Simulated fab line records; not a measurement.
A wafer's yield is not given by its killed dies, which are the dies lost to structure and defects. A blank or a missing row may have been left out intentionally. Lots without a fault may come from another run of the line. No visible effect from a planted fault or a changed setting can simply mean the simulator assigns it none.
Which tool is to blame?    flow berkeleyCmos170    18 wafers from 6 lots sampled at 4 of the route's 331 steps

## WHAT THE GAUGES READ, wafer by wafer
UCB170_PSD_OVL_MEAS_07.
lot   measured      on          PSD_OVL (nm)
L204  day 7 02:39   overlay-01  7 14 5
L206  day 7 12:49   overlay-01  10 7 6
L208  day 8 10:13   overlay-02  -2 -5 -3
L212  day 8 17:21   overlay-02  188 184 184
L220  day 10 12:15  overlay-01  -4 -1 -6
L222  day 10 19:32  overlay-02  -12 -1 -5

## WHAT TOOL EACH LOT RAN ON (gives the tool, then ch and the chambers of the sampled wafers, and finally the start)
lot   UCB170_PWELL_ETCH_14              UCB170_PLDD_STRIP_10                 UCB170_PSD_EXPOSE_03
L204  rieDiel-02 ch 0,1,2, day 3 08:44  plasmaAsher-03 ch 0,1, day 6 17:43   krfScanner-01 ch 0, day 7 02:00
L206  rieDiel-04 ch 2,3, day 3 17:55    plasmaAsher-02 ch 0,1, day 7 05:14   krfScanner-02 ch 0, day 7 12:07
L208  rieDiel-02 ch 0,1,3, day 4 06:01  plasmaAsher-03 ch 0,1, day 8 03:30   krfScanner-02 ch 0, day 8 09:25
L212  rieDiel-02 ch 0,1,2, day 4 21:50  plasmaAsher-02 ch 0,1, day 8 09:05   krfScanner-01 ch 0, day 8 16:53
L220  rieDiel-01 ch 0,1, day 6 20:25    plasmaAsher-02 ch 0,1, day 10 05:01  krfScanner-02 ch 0, day 10 11:16
L222  rieDiel-04 ch 0,2,3, day 7 06:22  plasmaAsher-03 ch 0, day 10 11:35    krfScanner-02 ch 0, day 10 18:50
- UCB170_PWELL_ETCH_14: etches Si3N4 in CH3F/Ar/O2, stops on SiO2, target depth 242 nm, time 151 s.
- UCB170_PLDD_STRIP_10: strips in O2.
- UCB170_PSD_EXPOSE_03: exposes mask PSELECT MOD, target cd 1200 nm.

## THE ANSWER, worked out from the rows above alone
Rule: the usual values come from the lots themselves. Put in order of their means at a reading, lots are off if they are a third of the lots or fewer, leave a main group of 4 or more, and stand apart from it by a gap of 3 or more times the standard deviation of the main group's means; of several such gaps the widest counts. If all means in a main group match to the digits the tables above print for the reading, that group is not used. Also off: a lot with no number at a reading for which 4 or more lots have one. Any other lot the step has rows for is counted as sound.
Off: L212, seen at UCB170_PSD_OVL_MEAS_07 (PSD_OVL). Main group: mean 1 nm, sd 6.2.
If a tool, at a process step before that reading, ran all the lots that are off and no sound lot after the first of them, it fits. Gauges at UCB170_PSD_OVL_MEAS_07: tried the same way as those tools. This does not decide it: 2 tools fit, namely rieDiel-02 at UCB170_PWELL_ETCH_14 and krfScanner-01 at UCB170_PSD_EXPOSE_03.

## WHAT WAS PUT IN BY THE SIMULATOR
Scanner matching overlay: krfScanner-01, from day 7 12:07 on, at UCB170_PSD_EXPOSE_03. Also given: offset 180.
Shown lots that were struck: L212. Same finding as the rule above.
